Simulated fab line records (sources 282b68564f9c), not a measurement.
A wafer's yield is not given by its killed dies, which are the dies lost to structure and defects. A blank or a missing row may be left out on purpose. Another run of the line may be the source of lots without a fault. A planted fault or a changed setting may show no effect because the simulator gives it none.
fab line records | flow rit_cmos
record: lots: 15 | wafers: 45 | last_day: 7
route steps=202 shown ACTIVE@3 PWELL@48 GATE@96 NLDD@160
lots untouched by any fault: they come from a run of this same line in which no faults occurred
start_h: hours from the record's opening day to when the first of the lot's shown wafers began | wait_h: how many hours have passed since the lot's step before this one | " the same as in the row above | L1.1+2: several wafers, shown together as one row | - no value, or no start was given | * or withheld: withheld | < > ~ a bound
route shown NAME@n: NAME is a module with steps in the file, n the number in the route of the first one | usual: mean/standard deviation taken from wafers without a fault | same: alike in all rows | chamber/n: place in a boat | sites: per-site readings | _std_site: the standard deviation of these | _edge_site: inner sites' mean taken away from outer sites' mean | radius_mm: how far each site lies from the wafer's centre | mask NAME#n: copy n | behind: the tool/chamber that last shaped the wafer | hold: reason for holding the lot/hours on hold/outcome of the hold | device: whichever transistor did not switch (one of n, p or np) | end of line: the same wafers' tests at the end of the route | a step without rows: its recipe alone | killed: the dies lost at the first sort to structure and to defects; this is not the yield of the wafer | map: dies across one wafer; x = killed, . = not, _ = none there
set.NAME: the run value of the setting; set.NAME@STEP: its run value at that earlier step | model.NAME: the simulator's own value behind a step, which no gauge read
the route's steps for a sample of lots (tables are steps, rows are wafers)
services: a tool's chamber out of use, with start hour (start_h, from the record's first day; less than 0 if before it), hours out, and reason
== steps ==
step: RIT_ACTIVE_THK_MEAS_02
recipe: reads: SiO2_of_ACTIVE_OXIDATION_01
usual: ACTIVE_OXIDE_THK: 46.8/0.89
lot.wafer | tool          | chamber | start_h | wait_h | ACTIVE_OXIDE_THK[nm]
L963.2    | film_metro-04 | -       | 12.06   | 0.0    | 47.3
L963.4    | "             | -       | "       | "      | 47.5
L963.5    | "             | -       | "       | "      | 47.5
L965.2    | film_metro-04 | -       | 22.06   | 0.0    | 46.5
L965.3    | "             | -       | "       | "      | 46.4
L965.5    | "             | -       | "       | "      | 46.7
L968.1    | film_metro-01 | -       | 37.05   | 0.0    | 49.0
L968.2    | "             | -       | "       | "      | 47.3
L968.5    | "             | -       | "       | "      | 48.2
L969.1    | film_metro-01 | -       | 42.05   | 0.0    | 46.8
L969.2    | "             | -       | "       | "      | 47.4
L969.3    | "             | -       | "       | "      | 46.6
L971.1    | film_metro-04 | -       | 52.05   | 0.0    | 47.4
L971.3    | "             | -       | "       | "      | 47.1
L971.5    | "             | -       | "       | "      | 47.3
L972.1    | film_metro-04 | -       | 57.05   | 0.0    | 46.4
L972.2    | "             | -       | "       | "      | 47.3
L972.3    | "             | -       | "       | "      | 46.7
L973.1    | film_metro-02 | -       | 62.05   | 0.0    | 46.7
L973.4    | "             | -       | "       | "      | 46.8
L973.5    | "             | -       | "       | "      | 46.9
L974.4    | film_metro-04 | -       | 67.08   | 0.0    | 45.8
L974.5    | "             | -       | "       | "      | 46.2
L974.6    | "             | -       | "       | "      | 45.9
L978.1    | film_metro-02 | -       | 87.05   | 0.0    | 47.9
L978.2    | "             | -       | "       | "      | 47.8
L978.3    | "             | -       | "       | "      | 47.9
L980.3    | film_metro-02 | -       | 97.23   | 0.0    | 46.7
L980.4    | "             | -       | "       | "      | 47.0
L980.5    | "             | -       | "       | "      | 46.6
L981.1    | film_metro-04 | -       | 105.34  | 0.0    | 46.0
L981.2    | "             | -       | "       | "      | 47.0
L981.5    | "             | -       | "       | "      | 46.3
L983.4    | film_metro-04 | -       | 112.94  | 0.0    | 46.5
L983.5    | "             | -       | "       | "      | 46.5
L983.6    | "             | -       | "       | "      | 46.9
L984.1    | film_metro-01 | -       | 117.54  | 0.0    | 47.2
L984.2    | "             | -       | "       | "      | 47.5
L984.4    | "             | -       | "       | "      | 47.5
L985.2    | film_metro-01 | -       | 122.39  | 0.0    | 47.4
L985.3    | "             | -       | "       | "      | 47.1
L985.6    | "             | -       | "       | "      | 47.2
L986.3    | film_metro-02 | -       | 127.07  | 0.0    | 48.2
L986.4    | "             | -       | "       | "      | 47.7
L986.5    | "             | -       | "       | "      | 47.0
step: RIT_PWELL_STRIP_09
recipe: chemistry: O2 | time_s: 180 | resist: NOVOLAK | platen_temp_c: withheld | power_w: 500 | pressure_mtorr: 4000 | o2_flow_sccm: 4000
usual: chamber_pressure_mTorr: 4000/3.7 | drypump_motor_current_A: 5.6/0.33 | o2_flow_sccm: 4000/12
lot.wafer | tool            | chamber | start_h | wait_h | chamber_pressure_mTorr | drypump_motor_current_A | o2_flow_sccm | rf_hours_counter_h
L963.2    | plasma_asher-03 | 0       | 22.38   | 0.1    | 3998                   | 6.2                     | 3995         | 24
L963.4    | "               | 1       | "       | "      | 4004                   | 5.8                     | 3993         | -
L963.5    | "               | 1       | "       | "      | 3998                   | 5.8                     | 3982         | -
L965.2    | plasma_asher-03 | 0       | 33.16   | 0.1    | 3998                   | 6.2                     | 4000         | 25
L965.3    | "               | 1       | "       | "      | 3993                   | 5.8                     | 3974         | -
L965.5    | "               | 1       | "       | "      | 3999                   | 5.8                     | 3999         | -
L968.1    | plasma_asher-02 | 0       | 47.51   | 0.1    | 3996                   | 5.5                     | 4005         | 41
L968.2    | "               | 1       | "       | "      | 4004                   | 5.1                     | 4006         | 41
L968.5    | "               | 1       | "       | "      | 4003                   | 5.1                     | 4003         | -
L969.1    | plasma_asher-03 | 0       | 52.30   | 0.1    | 4006                   | 6.2                     | 4006         | 27
L969.2    | "               | 1       | "       | "      | 4000                   | 5.8                     | 4009         | 27
L969.3    | "               | 0       | "       | "      | 3996                   | 6.2                     | 4016         | -
L971.1    | plasma_asher-01 | 1       | 62.44   | 0.1    | 3997                   | 5.5                     | 4011         | 40
L971.3    | "               | 1       | "       | "      | 3996                   | 5.5                     | 4027         | -
L971.5    | "               | 1       | "       | "      | 4003                   | 5.5                     | 4007         | -
L972.1    | plasma_asher-03 | 1       | 68.61   | 0.1    | -                      | -                       | -            | -
L972.2    | "               | 0       | "       | "      | -                      | -                       | -            | -
L972.3    | "               | 0       | "       | "      | -                      | -                       | -            | -
L973.1    | plasma_asher-01 | 1       | 73.93   | 0.1    | -                      | -                       | -            | -
L973.4    | "               | 1       | "       | "      | -                      | -                       | -            | -
L973.5    | "               | 0       | "       | "      | -                      | -                       | -            | -
L974.4    | plasma_asher-02 | 0       | 79.25   | 0.1    | -                      | -                       | -            | -
L974.5    | "               | 0       | "       | "      | -                      | -                       | -            | -
L974.6    | "               | 1       | "       | "      | -                      | -                       | -            | -
L978.1    | plasma_asher-02 | 0       | 98.96   | 0.1    | 4001                   | 5.5                     | 4011         | 46
L978.2    | "               | 1       | "       | "      | 4003                   | 5.1                     | 4007         | 46
L978.3    | "               | 0       | "       | "      | 4000                   | 5.5                     | 3985         | -
L980.3    | plasma_asher-03 | 0       | 112.14  | 0.1    | 3996                   | 6.2                     | 3987         | -
L980.4    | "               | 1       | "       | "      | 3998                   | 5.7                     | 4006         | -
L980.5    | "               | 1       | "       | "      | 3999                   | 5.7                     | 4001         | -
L981.1    | plasma_asher-02 | 1       | 116.97  | 0.1    | 4001                   | 5.1                     | 3967         | 48
L981.2    | "               | 0       | "       | "      | 3996                   | 5.5                     | 3998         | 48
L981.5    | "               | 0       | "       | "      | 3999                   | 5.5                     | 3996         | -
L983.4    | plasma_asher-02 | 0       | 125.66  | 0.1    | 3992                   | 5.5                     | 4013         | -
L983.5    | "               | 1       | "       | "      | 4002                   | 5.1                     | 4010         | -
L983.6    | "               | 0       | "       | "      | 3998                   | 5.5                     | 3996         | -
L984.1    | plasma_asher-03 | 1       | 129.28  | 0.1    | 4004                   | 5.7                     | 3987         | 35
L984.2    | "               | 0       | "       | "      | 3997                   | 6.1                     | 4007         | 35
L984.4    | "               | 1       | "       | "      | 3997                   | 5.8                     | 3984         | -
L985.2    | plasma_asher-03 | 1       | 136.23  | 0.1    | 4002                   | 5.7                     | 3974         | 36
L985.3    | "               | 1       | "       | "      | 3994                   | 5.7                     | 3982         | -
L985.6    | "               | 1       | "       | "      | 3999                   | 5.7                     | 3985         | -
L986.3    | plasma_asher-02 | 1       | 140.99  | 0.1    | 4003                   | 5.1                     | 3988         | -
L986.4    | "               | 0       | "       | "      | 3995                   | 5.5                     | 4013         | -
L986.5    | "               | 1       | "       | "      | 3999                   | 5.1                     | 3989         | -
step: RIT_GATE_STRIP_20
recipe: chemistry: O2 | time_s: 180 | resist: NOVOLAK | platen_temp_c: withheld | power_w: 500 | pressure_mtorr: 4000 | o2_flow_sccm: 4000
usual: chamber_pressure_mTorr: 4000/4.2 | drypump_motor_current_A: 5.27/0.24 | o2_flow_sccm: 4001/12
lot.wafer | tool            | chamber | start_h | wait_h | chamber_pressure_mTorr | drypump_motor_current_A | o2_flow_sccm | rf_hours_counter_h
L963.2    | plasma_asher-04 | 0       | 36.16   | 0.1    | 3997                   | 5.08                    | 3998         | 39
L963.4    | "               | 0       | "       | "      | 4013                   | 5.06                    | 3986         | -
L963.5    | "               | 0       | "       | "      | 4005                   | 5.06                    | 3992         | -
L965.2    | plasma_asher-04 | 0       | 47.82   | 0.1    | 3998                   | 5.05                    | 3984         | 41
L965.3    | "               | 0       | "       | "      | 3997                   | 5.03                    | 3994         | -
L965.5    | "               | 1       | "       | "      | 3999                   | 4.91                    | 4008         | -
L968.1    | plasma_asher-04 | 1       | 61.10   | 0.1    | 3999                   | 4.95                    | 3991         | 42
L968.2    | "               | 0       | "       | "      | 4005                   | 5.06                    | 3989         | 42
L968.5    | "               | 0       | "       | "      | 4001                   | 5.04                    | 4004         | -
L969.1    | plasma_asher-02 | 0       | 67.89   | 0.1    | 3999                   | 5.52                    | 4017         | 43
L969.2    | "               | 1       | "       | "      | 3997                   | 5.09                    | 4002         | 43
L969.3    | "               | 1       | "       | "      | 4001                   | 5.10                    | 4005         | -
L971.1    | plasma_asher-04 | 0       | 77.67   | 0.1    | 3994                   | 5.09                    | 4013         | 44
L971.3    | "               | 0       | "       | "      | 3995                   | 5.05                    | 4016         | -
L971.5    | "               | 1       | "       | "      | 4002                   | 4.90                    | 3987         | -
L978.1    | plasma_asher-02 | 1       | 115.43  | 0.1    | 3997                   | 5.08                    | 4008         | 48
L978.2    | "               | 0       | "       | "      | 3995                   | 5.53                    | 3997         | 48
L978.3    | "               | 0       | "       | "      | 4000                   | 5.52                    | 3985         | -
L980.3    | plasma_asher-02 | 0       | 127.07  | 0.1    | 3999                   | 5.52                    | 4008         | -
L980.4    | "               | 1       | "       | "      | 4002                   | 5.10                    | 4011         | -
L980.5    | "               | 1       | "       | "      | 4002                   | 5.10                    | 3989         | -
L981.1    | plasma_asher-04 | 1       | 137.82  | 0.1    | 3997                   | 4.94                    | 3980         | 49
L981.2    | "               | 0       | "       | "      | 4000                   | 5.04                    | 4007         | 49
L981.5    | "               | 1       | "       | "      | 4008                   | 4.92                    | 3984         | -
L983.4    | plasma_asher-01 | 0       | 142.75  | 0.1    | 3997                   | 5.47                    | 3998         | -
L983.5    | "               | 0       | "       | "      | 4000                   | 5.48                    | 4016         | -
L983.6    | "               | 1       | "       | "      | 3999                   | 5.48                    | 4004         | -
L984.1    | plasma_asher-01 | 1       | 149.50  | 0.1    | 3996                   | 5.45                    | 3989         | 3
L984.2    | "               | 0       | "       | "      | 4001                   | 5.47                    | 4000         | 3
L984.4    | "               | 0       | "       | "      | 4002                   | 5.49                    | 4030         | -
L985.2    | plasma_asher-04 | 0       | 154.00  | 0.1    | 4001                   | 5.02                    | 4004         | 51
L985.3    | "               | 0       | "       | "      | 3995                   | 5.00                    | 3998         | -
L985.6    | "               | 0       | "       | "      | 3997                   | 5.03                    | 4011         | -
L986.3    | plasma_asher-04 | 0       | 156.94  | 0.1    | 4007                   | 5.05                    | 3983         | -
L986.4    | "               | 1       | "       | "      | 3998                   | 4.93                    | 4004         | -
L986.5    | "               | 0       | "       | "      | 4004                   | 5.06                    | 3981         | -
step: RIT_SDANNEAL_RS_MEAS_07
recipe: thk_meas_gauge: four-point-probe
usual: NLDD_RS: 151.5/0.45
lot.wafer | tool          | chamber | start_h | wait_h | NLDD_RS[ohm/sq]
L963.2    | film_metro-04 | -       | 49.02   | 0.1    | 152.3
L963.4    | "             | -       | "       | "      | 151.7
L963.5    | "             | -       | "       | "      | 151.8
L965.2    | film_metro-04 | -       | 60.70   | 0.1    | 151.6
L965.3    | "             | -       | "       | "      | 152.3
L965.5    | "             | -       | "       | "      | 151.5
L968.1    | film_metro-01 | -       | 74.23   | 0.1    | 152.0
L968.2    | "             | -       | "       | "      | 151.2
L968.5    | "             | -       | "       | "      | 151.3
L969.1    | film_metro-04 | -       | 80.51   | 0.1    | 151.3
L969.2    | "             | -       | "       | "      | 151.3
L969.3    | "             | -       | "       | "      | 151.0
L971.1    | film_metro-02 | -       | 91.10   | 0.1    | 151.1
L971.3    | "             | -       | "       | "      | 150.7
L971.5    | "             | -       | "       | "      | 152.1
L978.1    | film_metro-02 | -       | 129.56  | 0.1    | 151.4
L978.2    | "             | -       | "       | "      | 151.0
L978.3    | "             | -       | "       | "      | 151.1
L980.3    | film_metro-02 | -       | 141.04  | 0.1    | 152.0
L980.4    | "             | -       | "       | "      | 151.2
L980.5    | "             | -       | "       | "      | 152.4
L981.1    | film_metro-01 | -       | 151.51  | 0.1    | 152.0
L981.2    | "             | -       | "       | "      | 151.6
L981.5    | "             | -       | "       | "      | 151.7
L983.4    | film_metro-02 | -       | 157.10  | 0.1    | 152.1
L983.5    | "             | -       | "       | "      | 151.4
L983.6    | "             | -       | "       | "      | 151.9
L984.1    | film_metro-04 | -       | 162.26  | 0.1    | 150.8
L984.2    | "             | -       | "       | "      | 151.3
L984.4    | "             | -       | "       | "      | 151.7
L985.2    | film_metro-01 | -       | 166.88  | 0.1    | 150.9
L985.3    | "             | -       | "       | "      | 150.8
L985.6    | "             | -       | "       | "      | 150.6
L986.3    | film_metro-01 | -       | 170.95  | 0.1    | 151.2
L986.4    | "             | -       | "       | "      | 151.7
L986.5    | "             | -       | "       | "      | 151.7
== services ==
tool            | chamber | start_h | hours | kind
plasma_asher-01 | -       | 87.05   | 0.5   | repair
plasma_asher-01 | -       | 108.75  | 9.0   | pm
plasma_asher-01 | 0       | 108.75  | 9.0   | vent_cycle
plasma_asher-01 | 1       | 108.75  | 9.0   | vent_cycle
plasma_asher-01 | 0       | 117.75  | -     | clean
plasma_asher-01 | 1       | 117.75  | -     | clean
plasma_asher-02 | -       | 119.68  | 1.4   | repair
== key ==
first_sign: step: RIT_PWELL_STRIP_09 | reading: tool_record | direction: missing
effect none on later readings
met_at RIT_PWELL_STRIP_09
struck_lots L972,L973,L974
later_rows_left_out L972.1,L972.2,L972.3,L973.1,L973.4,L973.5,L974.4,L974.5,L974.6
sort_left_out L972.1,L972.2,L972.3,L973.1,L973.4,L973.5,L974.4,L974.5,L974.6
tester_left_out L972,L973,L974
not_acting_at RIT_ACTIVE_THK_MEAS_02,RIT_GATE_STRIP_20,RIT_SDANNEAL_RS_MEAS_07
onset_between 62.44 68.61
fault: kind: skipped_step_whole | tool: plasma_asher-01,plasma_asher-02,plasma_asher-03 | chamber: - | onset_h: 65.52 | steps: RIT_PWELL_STRIP_09 | scope: struck_lots_only
tester_left_out: of these lots the tester's yield and bins aren't shown, on N5 and GAA mostly nor the transistor test; their killed dies are dies lost to structure and defects alone, not to doping, threshold or leakage, so they don't give the yield
sort_left_out: the simulated sort isn't trusted on such a fault, so these wafers' sort isn't shown, and their yield isn't known
later_rows_left_out: the simulator's readings of these wafers behind a module that went badly wrong aren't trusted and aren't shown, but for the sort
